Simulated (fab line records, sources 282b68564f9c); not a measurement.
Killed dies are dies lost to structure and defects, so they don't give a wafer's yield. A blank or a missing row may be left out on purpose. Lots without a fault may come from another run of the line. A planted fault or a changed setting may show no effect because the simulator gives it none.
Split-lot experiment | flow rit_cmos | 5 lots, 23 wafers read, on a route of 202 steps

THE SPLIT
At RIT_ACTIVE_ETCH_13 (etches Si3N4 in SF6, stops on SiO2, time 210 s, target depth 210 nm), the setting rf_w was moved away from the recipe's 125 W on 10 of the 23 wafers read, by +5.6% to +11.6%. The other wafers ran this setting at the recipe's value.

FROM THE SPLIT TO THE READING: what the file shows between them, 7 steps
- RIT_ACTIVE_STRIP_14: strips in O2, time 180 s
- RIT_ACTIVE_CLEAN_16: cleans in dHF, time 30 s
- RIT_ACTIVE_CLEAN_17: cleans in SC2, time 600 s
- RIT_FOX1_OXIDATION_00: target thk 350.7 nm, ox time 1130 s
- RIT_FOX1_WET_ETCH_02: etches SiO2 in BOE, target depth 350 nm, time 390 s (also split here: time_s)
- RIT_FOX2_OXIDATION_00: target thk 350.7 nm, ox time 1130 s
- RIT_FOX2_CLEAN_02: cleans in dHF, time 180 s

THE READING
SiO2_of_ACTIVE_OXIDATION_01.thk_nm (the simulator's own value, which no gauge read), in nm, at RIT_FOX2_WET_ETCH_03 (etches Si3N4 in H3PO4, target depth 195 nm, time 2700 s). The file gives no usual value for it. The 13 wafers here that ran the recipe average 41.30 nm, standard deviation 0.73 nm.

wafer  | tool, chamber at the split | rf_w as run, W | against the recipe | SiO2_of_ACTIVE_OXIDATION_01.thk_nm, nm | against lot-mates on the recipe
L077.2 | rie_diel-04, 3,0,1         | 125            | recipe             | 41.12                                  | -
L077.3 | rie_diel-04, 3,0,1         | 125            | recipe             | 41.83                                  | -
L077.5 | rie_diel-04, 3,0,1         | 125            | recipe             | 42.28                                  | -
L080.1 | rie_diel-01, 1,3           | 125            | recipe             | 40.86                                  | -
L080.2 | rie_diel-01, 1,3           | 125            | recipe             | 41.63                                  | -
L080.3 | rie_diel-01, 2,0,3         | 139.5          | +11.6%             | 34.51                                  | -6.74
L080.4 | rie_diel-01, 2,0,3         | 139.5          | +11.6%             | 35.9                                   | -5.35
L080.5 | rie_diel-01, 2,0,3         | 139.5          | +11.6%             | 34.65                                  | -6.60
L083.1 | rie_diel-03, 3,2,0         | 125            | recipe             | 41.69                                  | -
L083.2 | rie_diel-03, 3,2,0         | 125            | recipe             | 39.7                                   | -
L083.3 | rie_diel-03, 3,2,0         | 125            | recipe             | 41.48                                  | -
L083.4 | rie_diel-03, 1,0           | 132            | +5.6%              | 36.94                                  | -4.02
L083.5 | rie_diel-03, 1,0           | 132            | +5.6%              | 38.6                                   | -2.36
L084.1 | rie_diel-01, 0,1,1         | 139.3          | +11.4%             | 35.5                                   | -6.42
L084.3 | rie_diel-01, 3,2           | 125            | recipe             | 41.91                                  | -
L084.4 | rie_diel-01, 0,1,1         | 139.3          | +11.4%             | 34.91                                  | -7.02
L084.5 | rie_diel-01, 0,1,1         | 139.3          | +11.4%             | 34.78                                  | -7.14
L084.6 | rie_diel-01, 3,2           | 125            | recipe             | 41.94                                  | -
L085.1 | rie_diel-03, 0,1,2         | 125            | recipe             | 41.7                                   | -
L085.3 | rie_diel-03, 1,2           | 137            | +9.6%              | 34.72                                  | -6.12
L085.4 | rie_diel-03, 1,2           | 137            | +9.6%              | 34.38                                  | -6.46
L085.5 | rie_diel-03, 0,1,2         | 125            | recipe             | 40.66                                  | -
L085.6 | rie_diel-03, 0,1,2         | 125            | recipe             | 40.16                                  | -
Where a row lists several chambers, the file gives one row for several wafers and doesn't say which wafer went through which chamber.

THE FIT
A straight line over all 23 wafers: SiO2_of_ACTIVE_OXIDATION_01.thk_nm changes by -0.572 nm for each +1% of rf_w; r = -0.97; the points scatter about the line by 0.81 nm.
The same after taking each lot's own level away (the mean of its wafers on the recipe; 23 wafers): -0.582 nm for each +1%; r = -0.98; scatter 0.67 nm.
On that fit, the largest move of rf_w shifts the reading by 6.8 nm.
The lots' own levels span 40.840 to 41.925 nm, that is 1.5 times the standard deviation above.
So the lot-to-lot level changes the slope little: the two slopes agree.
Check: with one of the wafers moved furthest among these (+11.6%) left out of the fit, the line predicts -6.77 nm for it against its lot-mates. It came out at -6.74 nm against them.

OTHER SPLITS ON THESE WAFERS
These wafers also went through other splits before the reading. Each is held against what the fit with the lots' levels taken away leaves over:
other split on the same wafers  | wafers away from the commonest value | r with SiO2_of_ACTIVE_OXIDATION_01.thk_nm (lot level and that fit taken away)
RIT_ACTIVE_CVD_03 nh3_flow_sccm | 15                                   | -0.11
RIT_FOX1_WET_ETCH_02 time_s     | 15                                   | +0.12

THE FILE'S OWN FIT
SiO2_of_ACTIVE_OXIDATION_01.thk_nm changes by -0.589 nm for each +1% of rf_w, r = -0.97.
